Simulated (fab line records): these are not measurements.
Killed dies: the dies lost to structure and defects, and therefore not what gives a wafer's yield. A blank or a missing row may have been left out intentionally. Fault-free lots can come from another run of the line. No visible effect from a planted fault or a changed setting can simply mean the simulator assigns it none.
Which tool did it? | flow berkeley_cmos170 | 14 lots with 42 wafers sampled at 5 steps, on a route of 331 steps

## WHAT THE GAUGES SHOWED, per wafer
UCB170_SDANNEAL_RS_MEAS_02: the measuring method here is four-point-probe. Usual: PSD_RS 76.5 ohm/sq, standard deviation 0.37.
lot  | measured     | on            | PSD_RS (ohm/sq) | flag
L226 | day 8 11:47  | film_metro-04 | 76.9 76.6 76.7  |
L229 | day 8 20:22  | film_metro-04 | 76.5 76.7 76.7  |
L230 | day 8 20:11  | film_metro-01 | 75.9 76.2 75.9  |
L228 | day 9 02:47  | film_metro-01 | 76.2 76.3 76.4  |
L232 | day 9 03:44  | film_metro-01 | 76.0 76.2 76.3  |
L231 | day 9 04:23  | film_metro-01 | 76.8 76.9 76.9  |
L233 | day 9 18:28  | film_metro-04 | 76.2 76.2 76.2  |
L234 | day 9 19:27  | film_metro-01 | 76.9 76.6 76.9  |
L237 | day 10 05:25 | film_metro-04 | 76.8 76.8 77.0  |
L241 | day 11 11:43 | film_metro-03 | 76.6 76.5 76.5  |
L244 | day 11 11:55 | film_metro-01 | 76.0 75.9 75.8  |
L240 | day 11 12:13 | film_metro-04 | 76.8 76.7 76.8  |
L247 | day 12 04:54 | film_metro-01 | 76.4 76.3 76.2  |
L245 | day 12 04:23 | film_metro-04 | 76.8 76.4 76.6  |

UCB170_SDANNEAL_RS_MEAS_05: the measuring method here is four-point-probe. Usual: NLDD_RS 616.2 ohm/sq, standard deviation 1.3.
lot  | measured     | on            | NLDD_RS (ohm/sq)  | flag
L226 | day 8 12:09  | film_metro-04 | 616.9 616.5 615.9 |
L229 | day 8 20:43  | film_metro-04 | 615.3 615.0 615.0 |
L230 | day 8 20:33  | film_metro-01 | 616.0 616.7 612.9 |
L228 | day 9 03:08  | film_metro-01 | 616.5 616.5 615.6 |
L232 | day 9 04:05  | film_metro-01 | 618.1 616.2 618.0 |
L231 | day 9 04:44  | film_metro-01 | 615.3 617.7 616.9 |
L233 | day 9 18:49  | film_metro-04 | 617.8 616.8 616.2 |
L234 | day 9 19:49  | film_metro-01 | 617.1 616.0 617.6 |
L237 | day 10 05:47 | film_metro-04 | 641.3 641.2 641.0 | OFF
L241 | day 11 12:05 | film_metro-03 | 644.4 645.6 645.2 | OFF
L244 | day 11 12:16 | film_metro-01 | 615.6 615.9 614.9 |
L240 | day 11 12:35 | film_metro-04 | 617.8 616.5 616.5 |
L247 | day 12 05:16 | film_metro-01 | 613.9 616.0 616.6 |
L245 | day 12 04:44 | film_metro-04 | 618.3 616.9 615.9 |

UCB170_SILICIDE_THK_MEAS_03: measures by xrf. Usual: SILICIDE_TI_THK 29.7 nm, standard deviation 0.33.
lot  | measured     | on            | SILICIDE_TI_THK (nm) | flag
L226 | day 8 12:29  | film_metro-02 | 29.9 29.7 30.2       |
L229 | day 8 21:04  | film_metro-04 | 29.7 29.7 29.9       |
L230 | day 8 20:53  | film_metro-02 | 29.6 29.6 29.6       |
L228 | day 9 03:28  | film_metro-02 | 28.7 29.5 29.2       |
L232 | day 9 04:26  | film_metro-02 | 29.9 29.7 30.1       |
L231 | day 9 05:04  | film_metro-02 | 29.7 30.0 30.0       |
L233 | day 9 19:11  | film_metro-04 | 29.5 30.1 30.1       |
L234 | day 9 20:07  | film_metro-02 | 29.5 29.7 29.7       |
L237 | day 10 06:07 | film_metro-04 | 30.0 29.2 30.0       |
L241 | day 11 12:25 | film_metro-02 | 29.8 29.7 29.7       |
L244 | day 11 12:36 | film_metro-03 | 30.1 30.2 30.2       |
L240 | day 11 12:55 | film_metro-02 | 29.9 29.6 29.7       |
L247 | day 12 05:35 | film_metro-03 | 30.1 29.5 29.7       |
L245 | day 12 05:04 | film_metro-02 | 29.5 29.4 29.1       |

UCB170_V1_BOW_MEAS_03. Usual: V1_BOW 18 um, standard deviation 6.2.
lot  | measured     | on            | V1_BOW (um) | flag
L226 | day 8 23:49  | film_metro-01 | 21 22 24    |
L229 | day 9 07:44  | film_metro-02 | 9 14 16     |
L230 | day 9 09:04  | film_metro-01 | 18 21 18    |
L228 | day 9 14:46  | film_metro-01 | 16 18 20    |
L232 | day 9 16:04  | film_metro-02 | 19 22 25    |
L231 | day 9 17:27  | film_metro-01 | 21 27 18    |
L233 | day 10 04:24 | film_metro-01 | 20 17 18    |
L234 | day 10 07:55 | film_metro-02 | 23 22 30    |
L237 | day 10 18:32 | film_metro-03 | 8 30 26     |
L241 | day 11 21:40 | film_metro-01 | 13 10 13    |
L244 | day 11 23:01 | film_metro-01 | 13 19 19    |
L240 | day 11 23:20 | film_metro-03 | 15 23 20    |
L247 | day 12 18:17 | film_metro-01 | 13 6 17     |
L245 | day 12 17:59 | film_metro-02 | 22 14 15    |

## WHAT TOOL EACH LOT RAN ON (gives the tool, then ch and the chambers of the sampled wafers, and finally the start)
lot  | UCB170_NLDD_IMPLANT_08
L226 | implanter-02 ch 0, day 7 22:47
L229 | implanter-03 ch 0, day 8 08:16
L230 | implanter-04 ch 0, day 8 08:32
L228 | implanter-04 ch 0, day 8 15:08
L232 | implanter-03 ch 0, day 8 15:18
L231 | implanter-04 ch 0, day 8 16:35
L233 | implanter-03 ch 0, day 9 03:31
L234 | implanter-04 ch 0, day 9 03:54
L237 | implanter-03 ch 0, day 9 18:57
L241 | implanter-03 ch 0, day 11 01:10
L244 | implanter-04 ch 0, day 11 01:27
L240 | implanter-02 ch 0, day 11 01:35
L247 | implanter-04 ch 0, day 11 16:07
L245 | implanter-02 ch 0, day 11 16:48
- UCB170_NLDD_IMPLANT_08

## WHAT THE TOOLS THEMSELVES READ (means of the sampled wafers that have a number; where no wafer has one, the mark that the record gives instead)
UCB170_NLDD_IMPLANT_08. Usual: dose_ions_cm2 5.001e+13, standard deviation 5.7e+10; faraday_current_uA 159, standard deviation 3.2.
lot  | tool         | dose_ions_cm2 | faraday_current_uA | flag
L226 | implanter-02 | 5.002e+13     | 158                |
L229 | implanter-03 | 4.999e+13     | 158                |
L230 | implanter-04 | 5.002e+13     | 159                |
L228 | implanter-04 | 4.997e+13     | 156                |
L232 | implanter-03 | 5.004e+13     | 161                |
L231 | implanter-04 | 5.000e+13     | 160                |
L233 | implanter-03 | 5.001e+13     | 155                |
L234 | implanter-04 | 5.001e+13     | 161                |
L237 | implanter-03 | 4.399e+13     | 140                | OFF
L241 | implanter-03 | 4.396e+13     | 138                | OFF
L244 | implanter-04 | 5.000e+13     | 160                |
L240 | implanter-02 | 5.004e+13     | 154                |
L247 | implanter-04 | 5.001e+13     | 157                |
L245 | implanter-02 | 5.002e+13     | 159                |

## THE ANSWER, worked out from the rows above alone
Rule: a lot counts as off when the mean over its wafers that have a number is more than 3 standard deviations away from the usual mean. Also off: a lot with no number at a reading for which 4 or more lots have one. Any other lot the step has rows for is counted as sound. After the gauges, taken in route order, come the tools' own readings; for these a lot's mean is taken, as printed above. The first step at which some lot is off is used, and at that step the reading that is off furthest; a lot without a number counts as furthest.
Off: L237, L241, seen at UCB170_SDANNEAL_RS_MEAS_05 (NLDD_RS).
If a tool, at a process step before that reading, ran all the lots that are off and no sound lot after the first of them, it fits. The gauges at UCB170_SDANNEAL_RS_MEAS_05 aren't tried: what is off there is off at UCB170_NLDD_IMPLANT_08 too, on other tools, and a gauge's error can't cause that. One fits: UCB170_NLDD_IMPLANT_08 on implanter-03. A fault onset in the window from L233 (day 9 03:31, its last sound lot) to L237 (day 9 18:57, its first lot off) fits.
The tool's own readings at UCB170_NLDD_IMPLANT_08 bear it out: on the lots that are off they differ by more than 5 times the standard deviation of the sound lots' means. dose_ions_cm2 reads 4.398e+13 there against 5.001e+13 on the sound lots; faraday_current_uA reads 139 there against 158 on the sound lots.

## WHAT WAS PUT IN BY THE SIMULATOR
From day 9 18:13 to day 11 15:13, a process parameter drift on implanter-03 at UCB170_NLDD_IMPLANT_08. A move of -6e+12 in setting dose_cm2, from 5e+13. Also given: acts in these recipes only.
Struck lots among those shown: L237, L241. The rule given above showed the same thing.
